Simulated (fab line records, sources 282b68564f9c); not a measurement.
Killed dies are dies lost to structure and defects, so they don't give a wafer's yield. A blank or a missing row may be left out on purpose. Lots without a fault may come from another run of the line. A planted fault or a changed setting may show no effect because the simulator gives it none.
Which tool did it? | flow rit_cmos | 7 lots, 21 wafers sampled, at 2 steps of a route of 202

WHAT THE GAUGES READ, wafer by wafer
RIT_WELLDRIVE_RS_MEAS_01: measures by four-point-probe.
lot  | measured    | on            | NWELL_RS (ohm/sq)
L247 | day 2 10:44 | film_metro-03 | 275.3 275.7 276.3
L250 | day 2 23:47 | film_metro-04 | 276.7 276.2 276.7
L252 | day 3 10:54 | film_metro-03 | 275.7 276.4 275.6
L255 | day 4 01:25 | film_metro-02 | 346.8 346.6 346.0
L263 | day 5 16:29 | film_metro-02 | 276.2 276.0 275.6
L267 | day 6 13:27 | film_metro-03 | 275.4 275.2 275.1
L269 | day 7 00:09 | film_metro-02 | 275.8 275.4 274.8

WHICH TOOL RAN EACH LOT (tool, then ch and the chambers of the sampled wafers, then the start)
lot  | RIT_WELLDRIVE_ANNEAL_00
L247 | furnace-01 ch 0, day 2 05:39
L250 | furnace-03 ch 0, day 2 18:43
L252 | furnace-01 ch 0, day 3 05:47
L255 | furnace-03 ch 0, day 3 20:20
L263 | furnace-01 ch 0, day 5 11:25
L267 | furnace-02 ch 0, day 6 08:22
L269 | furnace-03 ch 0, day 6 19:03
- RIT_WELLDRIVE_ANNEAL_00: time 14700 s.

THE ANSWER, worked out from the rows above alone
Rule: what is usual is taken from the lots themselves. Put in order of their means at a reading, lots are off if they are a third of the lots or fewer, leave a main group of 4 or more, and stand apart from it by a gap of 3 or more times the standard deviation of the main group's means; of several such gaps the widest counts. A main group whose means are all the same, to the digits that the tables above print for the reading, isn't used. A lot without any number at a reading at which 4 lots or more have one is off too. The other lots that the step has rows for count as sound.
Off: L255, at RIT_WELLDRIVE_RS_MEAS_01 (NWELL_RS). The main group: mean 275.8 ohm/sq, standard deviation 0.43.
A tool fits if, at a process step before that reading, it ran every lot that is off, and no sound lot after the first of them. The gauges at RIT_WELLDRIVE_RS_MEAS_01 are tried like those tools. None of those tried fits.

WHAT THE SIMULATOR HAD PUT IN
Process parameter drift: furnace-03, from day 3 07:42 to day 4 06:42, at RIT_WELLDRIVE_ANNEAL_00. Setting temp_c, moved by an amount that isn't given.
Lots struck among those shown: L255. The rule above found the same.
